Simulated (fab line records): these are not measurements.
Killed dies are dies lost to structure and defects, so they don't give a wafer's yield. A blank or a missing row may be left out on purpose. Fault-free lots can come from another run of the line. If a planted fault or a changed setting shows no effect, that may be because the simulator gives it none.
8D (eight disciplines) problem report, filled in by code + flow berkeley_cmos170 + the parts of the form that need people (team, actions taken, sign-off) are left out

== 1. THE ISSUE ==
At UCB170_M3_SPUTTER_01, cathode_dc_power_W averages 6137.3 W over 6 wafers from 2 lots, while fault-free wafers read 6000.0 W, standard deviation 1.1. That is +99 or more standard deviations from the usual mean.
The step: material Al, target thk 900 nm, time 120 s.
First seen on wafer L712.2, day 9 19:00, on pvd_sputter-02. The record holds 39 wafers of 13 lots with a number at this step. Rule for "out" (also "out of limits"): further than 4 standard deviations from the usual mean. The other wafers with a number count as sound.

== 2. WHAT IT IS, WHAT IT ISN'T ==
| question                    | is                     | is not                                                                                       |
|-----------------------------|------------------------|----------------------------------------------------------------------------------------------|
| which readings at this step | cathode_dc_power_W     | throttle_valve_pct                                                                           |
| which lots                  | L712, L713             | L703, L704, L705, L706, L707, L708, L720, L722, L723, L724, L726                             |
| which wafers of those lots  | all that have a number | -                                                                                            |
| read on which tools         | pvd_sputter-02         | pvd_sputter-01, pvd_sputter-04                                                               |
| when                        | from day 9 19:00       | up to then (18 sound wafers); but 15 sound wafers of L720, L722, L723, L724, L726 came after |

== 3. THE SUSPECTS, EACH WITH WHAT RULES IT OUT ==
Counting: a tool stays on the suspect list if, at a process step up to the reading, it processed all lots that are out and no sound lot following the first of them.
- pvd_sputter-02 at UCB170_M3_SPUTTER_01 (material Al, target thk 900 nm, time 120 s): kept. It ran every lot that is out, first L712 (day 9 19:00), and no sound lot after that; its last sound lot up to then is L705 (day 8 10:02). Out on those wafers are its own readings of cathode_dc_power_W.
Left after counting: pvd_sputter-02 at UCB170_M3_SPUTTER_01.

== 4. THE CAUSE (what the simulator had put in) ==
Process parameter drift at UCB170_M3_SPUTTER_01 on pvd_sputter-02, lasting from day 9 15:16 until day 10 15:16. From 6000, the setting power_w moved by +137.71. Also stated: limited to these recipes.
After counting, this tool was the only one left.

== 5. SEQUENCE OF EFFECTS, ordered by route ==
Rows list readings where the struck wafers' mean (over those with a number) sits beyond 3 standard deviations from the usual. Only readings whose record carries a usual standard deviation are examined. hours: median over the lots of the time between each lot's start at the first step of this table that gives one and its start at this step. sigmas: the change, counted in usual standard deviations.
| hours | step                 | reading            | usual    | on struck wafers | change | sigmas      |
|-------|----------------------|--------------------|----------|------------------|--------|-------------|
| 0     | UCB170_M3_SPUTTER_01 | cathode_dc_power_W | 6000.0 W | 6137.3           | +137.3 | +99 or more |
Process steps it contains:
- UCB170_M3_SPUTTER_01: material Al, target thk 900 nm, time 120 s.

== 6. WHAT WOULD HAVE CAUGHT IT SOONER ==
The fault began at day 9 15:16; the first out-of-limits reading in this record came at day 9 19:00, 4 hours later.
